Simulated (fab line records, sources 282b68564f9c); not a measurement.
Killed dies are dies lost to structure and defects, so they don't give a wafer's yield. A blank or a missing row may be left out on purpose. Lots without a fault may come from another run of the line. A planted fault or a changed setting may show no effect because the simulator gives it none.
Split-lot experiment | flow rit_cmos | 5 lots, 27 wafers read, on a route of 202 steps

THE SPLIT
At RIT_GATE_OXIDATION_05 (target thk 3 nm, ox time 270 s), the setting ox_time_s was moved away from the recipe's 270 s on 12 of the 27 wafers read, by -32.3% to +56.9%. The other wafers ran this setting at the recipe's value.

FROM THE SPLIT TO THE READING: what the file shows between them, 1 step
- RIT_GATE_ANNEAL_06: time 600 s

THE READING
GATE_OXIDE_THK, in nm, at RIT_GATE_THK_MEAS_07. Fault-free wafers of this fab line usually give 3.03 nm, standard deviation 0.07 nm.

wafer  | tool, chamber at the split | ox_time_s as run, s | against the recipe | GATE_OXIDE_THK, nm | against lot-mates on the recipe
L074.1 | -, -                       | 270                 | recipe             | 3.08               | -
L074.2 | -, -                       | 270                 | recipe             | 2.97               | -
L074.3 | -, -                       | 270                 | recipe             | 3.00               | -
L074.4 | -, -                       | 270                 | recipe             | 3.09               | -
L074.5 | -, -                       | 270                 | recipe             | 2.99               | -
L074.6 | -, -                       | 270                 | recipe             | 3.04               | -
L075.1 | -, -                       | 182.8               | -32.3%             | 2.22               | no lot-mate on the recipe
L075.2 | -, -                       | 182.8               | -32.3%             | 2.19               | no lot-mate on the recipe
L075.3 | -, -                       | 182.8               | -32.3%             | 2.28               | no lot-mate on the recipe
L075.4 | -, -                       | 182.8               | -32.3%             | 2.23               | no lot-mate on the recipe
L075.5 | -, -                       | 182.8               | -32.3%             | 2.29               | no lot-mate on the recipe
L075.6 | -, -                       | 182.8               | -32.3%             | 2.32               | no lot-mate on the recipe
L078.1 | -, -                       | 270                 | recipe             | 3.07               | -
L078.2 | -, -                       | 270                 | recipe             | 3.17               | -
L078.3 | -, -                       | 270                 | recipe             | 3.06               | -
L078.4 | -, -                       | 270                 | recipe             | 3.14               | -
L078.5 | -, -                       | 270                 | recipe             | 3.08               | -
L078.6 | -, -                       | 270                 | recipe             | 3.11               | -
L083.4 | furnace-03, 0              | 270                 | recipe             | 3.04               | -
L083.5 | furnace-03, 0              | 270                 | recipe             | 2.99               | -
L083.6 | furnace-03, 0              | 270                 | recipe             | 2.98               | -
L084.1 | -, -                       | 423.5               | +56.9%             | 4.20               | no lot-mate on the recipe
L084.2 | -, -                       | 423.5               | +56.9%             | 4.15               | no lot-mate on the recipe
L084.3 | -, -                       | 423.5               | +56.9%             | 4.10               | no lot-mate on the recipe
L084.4 | -, -                       | 423.5               | +56.9%             | 4.19               | no lot-mate on the recipe
L084.5 | -, -                       | 423.5               | +56.9%             | 4.20               | no lot-mate on the recipe
L084.6 | -, -                       | 423.5               | +56.9%             | 4.13               | no lot-mate on the recipe

THE FIT
A straight line over all 27 wafers: GATE_OXIDE_THK changes by +0.021 nm for each +1% of ox_time_s; r = +0.99; the points scatter about the line by 0.077 nm.
Too few moved wafers have a lot-mate on the recipe to fit a line with each lot's own level taken away.

THE WHOLE CHAIN: every reading that the file lists as answering this split, in the file's order
step                  | what it does                   | reading                                                                           | change (the file's fit)                | r (the file's)
RIT_GATE_OXIDATION_05 | target thk 3 nm, ox time 270 s | SiO2_of_GATE_OXIDATION_05.thk_nm (the simulator's own value, which no gauge read) | +0.0211 nm for each +1% of the setting | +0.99
RIT_GATE_THK_MEAS_07  |                                | GATE_OXIDE_THK                                                                    | +0.021 for each +1% of the setting     | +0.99
RIT_M1_PROBE_99       |                                | etest.pmos_0p3.r_on_ohm_um (the simulator's own value, which no gauge read)       | +33.2 for each +1% of the setting      | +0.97
RIT_M1_PROBE_99       |                                | etest.nmos_0p3.r_on_ohm_um (the simulator's own value, which no gauge read)       | +9.41 for each +1% of the setting      | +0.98

THE FILE'S OWN FIT
GATE_OXIDE_THK changes by +0.021 nm for each +1% of ox_time_s, r = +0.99.
